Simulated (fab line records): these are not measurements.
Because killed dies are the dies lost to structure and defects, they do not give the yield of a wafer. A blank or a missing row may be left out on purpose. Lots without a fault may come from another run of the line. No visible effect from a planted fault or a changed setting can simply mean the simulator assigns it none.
One fault seen from 2 desks ; flow berkeleyCmos170 ; each desk holds nothing but its own numbers, with what lay behind them at the end

## FROM THE METROLOGY DESK
What the gauges read, lot by lot, whatever tool the lot ran on: means of the sampled wafers that have a number. Any lot whose mean is over 4 standard deviations away from the usual mean is out of limits and marked OUT; that distance is given in the brackets.
Columns: A = PLDD_RS at UCB170_SDANNEAL_RS_MEAS_04, usual 1032.3 ohm/sq; B = cdNm at UCB170_CONTACT_CD_MEAS_15, usual 700.4 nm
lot;first seen here;A;B
L372;day 7 22:14;1033.2;703.1
L374;day 8 13:32;1028.6;698.8
L373;day 8 13:48;1033.9;699.8
L376;day 9 06:14;1030.5;700.3
L375;day 9 06:35;1029.7;700.3
L379;day 9 06:37;1032.3;700.5
L381;day 9 23:46;1034.6;700.1
L383;day 10 09:37;1034.8;701.7
L382;day 10 09:47;1037.0;699.7
L385;day 10 23:40;1031.0;700.7
L391;day 11 19:02;1033.6;702.8
L390;day 11 19:14;1030.0;698.9
L388;day 11 19:28;1031.8;702.2
L393;day 12 11:05;1031.2;700.8
L392;day 12 11:19;1030.1;701.1
This desk's verdict: no lot among the 15 shows anything out of limits.

## DESK OF THE TOOL OWNER: rieDiel-01
The tool's own readings at UCB170_CONTACT_ETCH_17 (etches BARC in N2/H2): means of the sampled wafers that have a number, for each lot that ran on this tool. Any lot whose mean is over 4 standard deviations away from the usual mean is out of limits and marked OUT; that distance is given in the brackets.
Columns: A = drypumpMotorCurrentA at UCB170_CONTACT_ETCH_17, usual 5.6 A; B = n2FlowSccm at UCB170_CONTACT_ETCH_17, usual 100.02 sccm; C = oesProductAu at UCB170_CONTACT_ETCH_17, usual 1.004 a.u.; D = throttleValvePct at UCB170_CONTACT_ETCH_17, usual 13.35 %
lot;first seen here;A;B;C;D
L374;day 8 19:59;5.5;100.00;1.015;13.62
L376;day 9 13:10;5.3;99.85;1.009;13.48
L381;day 10 06:44;5.4;100.05;0.865 (-8.7) OUT;13.43
L383;day 10 14:08;5.3;99.92;0.854 (-9.4) OUT;13.24
L382;day 10 15:52;5.3;100.33;0.869 (-8.5) OUT;13.47
This desk's verdict: out of limits on L381, L382, L383, starting with L381 at day 10 06:44 (oesProductAu at UCB170_CONTACT_ETCH_17). In limits: L374, L376.

## BROUGHT TOGETHER
On L381, L382, L383, at day 10 06:44, an alarm was possible from the tool owner's desk.
The metrology desk saw nothing out of limits.
The metrology desk has L381, L382, L383 on record, within its limits.
Every lot named ran UCB170_CONTACT_ETCH_17 on rieDiel-01.

## WHAT WAS PUT IN BY THE SIMULATOR
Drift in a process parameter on rieDiel-01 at UCB170_CONTACT_ETCH_17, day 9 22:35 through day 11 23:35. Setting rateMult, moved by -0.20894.
Struck lots among those shown: L381, L382, L383.
Hours from the fault's start to each desk's first reading out of limits: the tool owner's desk, 8.
